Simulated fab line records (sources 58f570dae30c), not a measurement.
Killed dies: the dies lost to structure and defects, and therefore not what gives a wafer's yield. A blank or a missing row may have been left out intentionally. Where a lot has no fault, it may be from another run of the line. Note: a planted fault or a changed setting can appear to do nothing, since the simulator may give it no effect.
A struck lot beside a sound one -- flow berkeley cmos170 -- 14 steps out of a route of 331
Sound: the wafers L192.1, L192.4, L192.6. The struck wafers were L201.3, L201.4, L201.5. At the end, the cause is stated.
Per side, at each step with rows, come the tool, then ch with its chambers, and then its first start. Under that, the readings that differ: sound wafers -- struck wafers -- difference of the means -- sigmas: that difference in standard deviations of wafers without a fault.
alike: readings whose means differ by less than 2 such deviations, and words and numbers that are the same on both sides. not compared: withheld readings, readings that some wafer has no value for, bounds like >300 that may hide the same value, and numbers for which the record gives no deviation and whose values overlap.
Wherever a step has rows on one side only, a row that says differs or no value, or a row with sigmas, the two part there. Numbers that don't overlap but have no deviation are shown without sigmas and don't part them. Lack of a reading on every wafer of one side parts them only where that side has two or more wafers.

first, 2 steps without rows for these wafers: UCB170_GATE_ANNEAL_03 (time 1800 s); UCB170_GATE_CVD_04 (deposits poly-Si from SiH4, time 1440 s, target thk 214 nm).
UCB170_GATE_THK_MEAS_05:
  struck on film metro-01, day 9 18:55; sound on film metro-04, day 8 06:47
  alike: GATE_POLY_THK
then, 6 steps without rows for these wafers: UCB170_GATE_COAT_06; UCB170_GATE_COAT_07 (resist thk 900 nm); UCB170_GATE_SOFTBAKE_08 (time 60 s); UCB170_GATE_EXPOSE_09 (exposes mask POLY, target cd 350 nm); UCB170_GATE_PEB_10; UCB170_GATE_DEVELOP_11 (develop time 45 s).
UCB170_GATE_CD_MEAS_12: the cd target is 350 nm.
  struck on cd sem-02, day 9 20:18; sound on cd sem-01, day 8 07:41
  alike: cd nm
UCB170_GATE_OVL_MEAS_13:
  struck on overlay-01, day 9 20:23; sound on overlay-01, day 8 07:48
  alike: GATE_OVL
UCB170_GATE_ETCH_14: etches BARC in N2/H2.
  sound on rie diel-01 ch 0,1,3, day 8 07:50; struck on rie diel-01 ch 1,3, day 9 20:25
  alike: chamber pressure mTorr, drypump motor current A, h2 flow sccm, oes product au, throttle valve pct
UCB170_GATE_ETCH_15: etches poly-Si in HBr/Cl2, stops on SiO2, time 56.3 s, target depth 278.2 nm.
  sound on rie si-02 ch 0,1,2, day 8 07:52; struck on rie si-01 ch 1,2,3, day 9 20:28
reading,sound,struck,difference,sigmas
oes product au (a.u.),0.830 0.850 0.865,0.977 0.997 0.983,+0.137,+8
run length s (s),84.3 84.2 85.0,61.9 62.1 62.7,-22.3,-45
model.GATE.feature depth nm (nm),215 213.8 214.9,165 166.7 168.4,-48,
model.etch.depth nm (nm),215 213.8 214.9,165 166.7 168.4,-48,
model.KrF_of_GATE_COAT_07.thk nm (nm),777.3 778 778.4,823.2 822 821.3,+44.3,
  alike: HBr_flow_sccm, chamber pressure mTorr, drypump motor current A, he backside leak sccm, throttle valve pct
  not compared: rf hours counter h
UCB170_GATE_STRIP_16: strips in O2.
  sound on plasma asher-03 ch 0,1, day 8 07:55; struck on plasma asher-03 ch 0,1, day 9 20:32
  alike: chamber pressure mTorr, drypump motor current A, oes product au
  not compared: rf hours counter h

== WHERE THEY PART ==
Only at UCB170_GATE_ETCH_15, as far as this record shows. Later steps at which nothing parts them and some readings are alike: UCB170_GATE_STRIP_16.

WHY: the cause the simulator had injected
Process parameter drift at UCB170_GATE_ETCH_15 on rie si-01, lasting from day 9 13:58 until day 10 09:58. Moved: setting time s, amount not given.
